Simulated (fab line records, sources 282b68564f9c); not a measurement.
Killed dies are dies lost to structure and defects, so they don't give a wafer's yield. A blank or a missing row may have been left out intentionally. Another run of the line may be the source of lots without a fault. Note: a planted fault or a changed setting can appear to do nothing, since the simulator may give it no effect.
Code-filled problem report in 8D (eight disciplines) form || flow ritCmos || the parts of the form that need people (team, actions taken, sign-off) are left out

## 1. THE ISSUE
Mean of killedAtFrontEnd at RIT_M1_PROBE_99: 35 over 3 wafers from 1 lot, against 7 (standard deviation 3.1) on wafers with no fault. That puts it +8.9 standard deviations away from the usual mean.
Earliest sighting: wafer L273.1 on prober-01 at day 7 18:47. Wafers with a number at this step in the record: 39, from 13 lots. Rule for "out" (also "out of limits"): further than 4 standard deviations from the usual mean. The other wafers with a number count as sound.

## 2. WHAT IT IS AND WHAT IT IS NOT
{"question": "which readings at this step", "is": "killedAtFrontEnd, killedDies, killedOnRim", "is not": "killedAtContacts, killedOpen, killedShort"}
{"question": "which lots", "is": "L273", "is not": "L254, L256, L257, L258, L259, L260, L261, L263, L264, L265, L266, L275"}
{"question": "which wafers of those lots", "is": "all that have a number", "is not": "-"}
{"question": "read on which tools", "is": "prober-01", "is not": "prober-02"}
{"question": "when", "is": "from day 7 18:47", "is not": "up to then (33 sound wafers); but 3 sound wafers of L275 came after"}

## 3. WHAT RULES OUT EACH SUSPECT
Counting: a tool stays on the suspect list if, at a process step up to the reading, it processed all lots that are out and no sound lot following the first of them.
- wetBench-04 at RIT_REOX_CLEAN_02 (cleans in SC2, time 600 s): kept. It ran the lot that is out, L273 (day 6 23:08), and no sound lot after that; its last sound lot up to then is L261 (day 4 15:04).
- prober-01 at RIT_M1_PROBE_99: ruled out as a lasting fault. After its first lot that is out, L273 (day 7 18:47), sound lots L275 ran on it.
Remaining after the count: wetBench-04 at RIT_REOX_CLEAN_02.

## 4. THE CAUSE (what the simulator had put in)
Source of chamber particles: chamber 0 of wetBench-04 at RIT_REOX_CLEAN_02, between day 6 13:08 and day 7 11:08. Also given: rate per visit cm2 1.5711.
Counting left only this tool.

## 5. SEQUENCE OF EFFECTS, ordered by route
Rows list readings where the struck wafers' mean (over those with a number) sits beyond 3 standard deviations from the usual. Readings are gone through only where the record gives a usual standard deviation; hours: the median, over the lots, of the time from a lot's start at the first step in this table giving one to that lot's start at this step; sigmas: the change measured in usual standard deviations.
{"hours": 0, "step": "RIT_M1_PROBE_99", "reading": "killedAtFrontEnd", "usual": 7, "on struck wafers": 35, "change": "+28", "sigmas": "+8.9"}
{"hours": 0, "step": "RIT_M1_PROBE_99", "reading": "killedDies", "usual": 7, "on struck wafers": 35, "change": "+28", "sigmas": "+8.9"}
{"hours": 0, "step": "RIT_M1_PROBE_99", "reading": "killedOnRim", "usual": 1.7, "on struck wafers": 9.7, "change": "+8.0", "sigmas": "+5.7"}
Here are the process steps it includes:
- RIT_M1_PROBE_99

## 6. WHAT WOULD HAVE CAUGHT IT SOONER
30 hours passed between the start of the fault at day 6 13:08 and the first reading out of limits in this record, taken at day 7 18:47.
Each of the lots that are out, 1 in all, had begun RIT_REOX_CLEAN_02 on wetBench-04 no later than day 7 18:47. Holding the tool at that point would not have protected any of them.
